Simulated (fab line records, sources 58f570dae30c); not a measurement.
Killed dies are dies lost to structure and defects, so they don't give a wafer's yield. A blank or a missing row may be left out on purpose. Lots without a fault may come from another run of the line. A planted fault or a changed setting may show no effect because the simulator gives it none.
Which tool did it? | flow berkeley_cmos170 | 14 lots, 42 wafers sampled, at 2 steps of a route of 331

WHAT THE GAUGES READ, wafer by wafer
UCB170_PLDD_CD_MEAS_06: target cd 1200 nm.
lot  | measured     | on        | cd_nm (nm)
L485 | day 7 23:23  | cd_sem-01 | 1201.2 1202.6 1201.0
L486 | day 8 00:07  | cd_sem-01 | 1199.1 1200.8 1201.7
L484 | day 8 00:25  | cd_sem-01 | 1199.9 1199.4 1201.5
L487 | day 8 01:23  | cd_sem-01 | 1197.6 1197.9 1198.5
L488 | day 8 08:10  | cd_sem-01 | 1199.3 1199.9 1199.3
L489 | day 8 22:59  | cd_sem-02 | 1199.0 1199.8 1200.6
L491 | day 8 23:16  | cd_sem-01 | 1199.8 1199.2 1198.0
L494 | day 9 17:35  | cd_sem-02 | 1199.6 1199.9 1199.6
L495 | day 9 17:51  | cd_sem-01 | 1201.4 1200.0 1200.9
L493 | day 9 18:08  | cd_sem-01 | 1202.0 1202.0 1202.5
L498 | day 10 15:37 | cd_sem-01 | 1199.6 1200.3 1200.6
L497 | day 10 15:54 | cd_sem-02 | 1197.7 1197.6 1198.7
L502 | day 11 22:00 | cd_sem-02 | 1201.4 1201.7 1201.5
L503 | day 11 22:53 | cd_sem-02 | 1199.2 1200.3 1199.7

UCB170_NSD_TW_MEAS_10.
lot  | measured     | on            | NSD_TW
L485 | day 8 17:20  | film_metro-03 | 4208 4195 4194
L486 | day 8 17:13  | film_metro-01 | 4162 4167 4173
L484 | day 8 17:42  | film_metro-03 | 4202 4192 4197
L487 | day 8 17:35  | film_metro-01 | 4187 4160 4145
L488 | day 8 20:05  | film_metro-01 | 4181 4177 4186
L489 | day 9 15:05  | film_metro-03 | 4226 4223 4224
L491 | day 9 15:12  | film_metro-01 | 4139 4144 4148
L494 | day 10 06:28 | film_metro-01 | 4159 4172 4160
L495 | day 10 06:45 | film_metro-04 | 4237 4220 4233
L493 | day 10 06:58 | film_metro-03 | 4180 4192 4194
L498 | day 11 06:23 | film_metro-01 | 4132 4145 4122
L497 | day 11 06:07 | film_metro-04 | 4247 4224 4250
L502 | day 12 11:07 | film_metro-03 | 4183 4156 4139
L503 | day 12 11:46 | film_metro-01 | 4150 4138 4151

WHICH TOOL RAN EACH LOT (tool, then ch and the chambers of the sampled wafers, then the start)
The record holds no process step before these readings.

WHAT THE TOOLS THEMSELVES READ (means of the sampled wafers that have a number; where no wafer has one, the mark that the record gives instead)
The record holds no such reading with a usual standard deviation.

THE ANSWER, worked out from the rows above alone
Rule: what is usual is taken from the lots themselves. Put in order of their means at a reading, lots are off if they are a third of the lots or fewer, leave a main group of 4 or more, and stand apart from it by a gap of 3 or more times the standard deviation of the main group's means; of several such gaps the widest counts. A main group whose means are all the same, to the digits that the tables above print for the reading, isn't used. A lot without any number at a reading at which 4 lots or more have one is off too. The other lots that the step has rows for count as sound. The gauges are gone through in route order, then the tools' own readings, and for those a lot's mean is taken as printed above. The first step at which some lot is off is used, and at that step the reading that is off furthest; a lot without a number counts as furthest.
No lot is off at any reading shown: from this, nothing can be told.

WHAT THE SIMULATOR HAD PUT IN
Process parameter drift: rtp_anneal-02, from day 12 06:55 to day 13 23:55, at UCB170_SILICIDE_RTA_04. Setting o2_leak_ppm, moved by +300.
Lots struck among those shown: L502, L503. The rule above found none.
